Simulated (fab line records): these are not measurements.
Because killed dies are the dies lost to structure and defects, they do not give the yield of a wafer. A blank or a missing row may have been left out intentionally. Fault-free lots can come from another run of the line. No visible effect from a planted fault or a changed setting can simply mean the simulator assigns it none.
Which tool was responsible? :: flow rit_cmos :: 21 wafers from 7 lots sampled at 2 of the route's 202 steps

## WHAT THE GAUGES READ, wafer by wafer
RIT_GATE_THK_MEAS_09.
lot: L998
measured: day 2 20:39
on: film_metro-01
GATE_POLY_THK (nm): 249.5 250.0 248.7

lot: L100
measured: day 3 07:47
on: film_metro-01
GATE_POLY_THK (nm): 249.0 247.1 247.8

lot: L102
measured: day 3 23:20
on: film_metro-04
GATE_POLY_THK (nm): 165.5 163.4 164.5

lot: L104
measured: day 4 03:50
on: film_metro-03
GATE_POLY_THK (nm): 250.5 249.8 251.8

lot: L113
measured: day 5 23:58
on: film_metro-01
GATE_POLY_THK (nm): 244.9 247.9 247.0

lot: L117
measured: day 6 21:19
on: film_metro-01
GATE_POLY_THK (nm): 249.1 250.2 247.6

lot: L119
measured: day 7 06:40
on: film_metro-04
GATE_POLY_THK (nm): 249.6 249.9 250.7

## EACH LOT AND THE TOOL THAT RAN IT (in order: tool; ch and the chambers of the sampled wafers; start)
lot: L998
RIT_GATE_CVD_08: lpcvd-01 ch 0, day 2 19:01

lot: L100
RIT_GATE_CVD_08: lpcvd-01 ch 0, day 3 06:10

lot: L102
RIT_GATE_CVD_08: lpcvd-01 ch 0, day 3 21:43

lot: L104
RIT_GATE_CVD_08: lpcvd-02 ch 1, day 4 02:11

lot: L113
RIT_GATE_CVD_08: lpcvd-02 ch 0, day 5 22:20

lot: L117
RIT_GATE_CVD_08: lpcvd-01 ch 0, day 6 19:41

lot: L119
RIT_GATE_CVD_08: lpcvd-01 ch 0, day 7 05:04
- RIT_GATE_CVD_08: deposits poly-Si from SiH4, target thk 250 nm, time 2220 s.

## THE ANSWER, worked out from the rows above alone
Rule: usual is defined by the lots themselves. Put in order of their means at a reading, lots are off if they are a third of the lots or fewer, leave a main group of 4 or more, and stand apart from it by a gap of 3 or more times the standard deviation of the main group's means; of several such gaps the widest counts. A main group is skipped when, at the precision printed for the reading in the tables above, its means are all equal. A lot without any number at a reading at which 4 lots or more have one is off too. All remaining lots with rows at the step are treated as sound.
Off: L102, at RIT_GATE_THK_MEAS_09 (GATE_POLY_THK). Main group: mean 248.9 nm, sd 1.4.
If a tool, at a process step before that reading, ran all the lots that are off and no sound lot after the first of them, it fits. Gauges at RIT_GATE_THK_MEAS_09: tried the same way as those tools. No candidate that was tried fits.

## WHAT THE SIMULATOR HAD PUT IN
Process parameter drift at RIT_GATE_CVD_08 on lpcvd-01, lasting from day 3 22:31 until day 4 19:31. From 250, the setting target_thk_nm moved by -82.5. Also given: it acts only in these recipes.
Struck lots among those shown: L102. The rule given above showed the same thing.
